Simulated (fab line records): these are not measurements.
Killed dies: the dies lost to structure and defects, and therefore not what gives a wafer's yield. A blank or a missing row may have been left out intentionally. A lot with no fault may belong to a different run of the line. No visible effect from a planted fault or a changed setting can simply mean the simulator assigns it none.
Split-lot study -- flow rit cmos -- on a route of 202 steps: 5 lots, 23 wafers read

## SPLIT DETAILS
At RIT_NWELL_IMPLANT_08, the setting dose cm2 was moved away from the recipe's 5e+13 on 11 of the 23 wafers read, by -4.5% to +3.8%. All remaining wafers had this setting at the recipe value.

## FROM THE SPLIT TO THE READING: what the file shows between them, 5 steps
- RIT_NWELL_STRIP_09: strips in O2, time 180 s
- RIT_NWELL_TW_MEAS_10
- RIT_PWELL_DEVELOP_05: develop time 68 s (also split here: develop time s)
- RIT_PWELL_HARDBAKE_07: time 120 s
- RIT_WELLDRIVE_ANNEAL_00: time 14700 s

## THE READING
NWELL_RS (ohm/sq), read at RIT_WELLDRIVE_RS_MEAS_01 with a four-point probe. On this fab line, fault-free wafers typically give 275.6 ohm/sq with a standard deviation of 0.73 ohm/sq.

wafer,"tool, chamber at the split",dose cm2 as run,against the recipe,"NWELL_RS, ohm/sq",against lot-mates on the recipe
L075.1,"implanter-01, 0",5.148e+13,+3.0%,270.9,-4.2
L075.2,"implanter-01, 0",5.148e+13,+3.0%,270.3,-4.8
L075.3,"implanter-01, 0",5.148e+13,+3.0%,269.9,-5.2
L075.4,"implanter-01, 0",5e+13,recipe,275.2,-
L075.6,"implanter-01, 0",5e+13,recipe,275.1,-
L076.1,"implanter-03, 0",5.188e+13,+3.8%,269.3,-6.2
L076.2,"implanter-03, 0",5.188e+13,+3.8%,268.8,-6.8
L076.3,"implanter-03, 0",5e+13,recipe,275.3,-
L076.4,"implanter-03, 0",5.188e+13,+3.8%,268.9,-6.7
L076.6,"implanter-03, 0",5e+13,recipe,275.8,-
L079.2,"implanter-03, 0",4.874e+13,-2.5%,279.7,+4.2
L079.3,"implanter-03, 0",5e+13,recipe,275.0,-
L079.4,"implanter-03, 0",5e+13,recipe,275.9,-
L079.5,"implanter-03, 0",4.874e+13,-2.5%,279.9,+4.4
L079.6,"implanter-03, 0",4.874e+13,-2.5%,279.5,+4.1
L083.1,"implanter-03, 0",5e+13,recipe,276.1,-
L083.3,"implanter-03, 0",4.777e+13,-4.5%,284.0,+8.0
L083.4,"implanter-03, 0",5e+13,recipe,275.8,-
L083.5,"implanter-03, 0",5e+13,recipe,276.1,-
L083.6,"implanter-03, 0",4.777e+13,-4.5%,284.7,+8.7
L085.1,"implanter-03, 0",5e+13,recipe,274.7,-
L085.3,"implanter-03, 0",5e+13,recipe,274.8,-
L085.6,"implanter-03, 0",5e+13,recipe,275.3,-

THE FIT
A straight line over all 23 wafers: NWELL_RS changes by -1.8 ohm/sq for each +1% of dose cm2; r = -0.99; the points scatter about the line by 0.52 ohm/sq.
The same after taking each lot's own level away (the mean of its wafers on the recipe; 23 wafers): -1.75 ohm/sq for each +1%; r = -1.00; scatter 0.36 ohm/sq.
According to that fit, moving dose cm2 by its largest amount changes the reading by 7.8 ohm/sq.
The span of the lots' own levels, 274.93 to 276.00 ohm/sq, comes to 1.5 times the standard deviation stated above.
Consequently the slope shifts little with the lot-to-lot level, the two slopes agreeing.
Check: for one of the wafers moved furthest among these (-4.5%), held out of the fit, the line's prediction against its lot-mates is +7.86 ohm/sq. It came out at +8 ohm/sq against them.

## ADDITIONAL SPLITS CARRIED BY THESE WAFERS
These wafers also went through other splits before the reading. Each is held against what the fit with the lots' levels taken away leaves over:
other split on the same wafers,wafers away from the commonest value,r with NWELL_RS (lot level and that fit taken away)
RIT_ACTIVE_CVD_03 pressure mtorr,15,+0.05
RIT_FOX1_OXIDATION_00 ox time s,18,+0.01
RIT_NWELL_COAT_01 resist thk nm,7,+0.29
RIT_PWELL_DEVELOP_05 develop time s,11,+0.29

## THE WHOLE CHAIN: every reading that the file lists as answering this split, in the file's order
step,what it does,reading,change (the file's fit),r (the file's)
RIT_NWELL_TW_MEAS_10,,NWELL_TW,+8.7 for each +1% of the setting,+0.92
RIT_WELLDRIVE_RS_MEAS_01,measures by four-point-probe,NWELL_RS,-1.76 for each +1% of the setting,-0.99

## THE FILE'S OWN FIT
NWELL_RS changes by -1.76 ohm/sq for each +1% of dose cm2, r = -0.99.
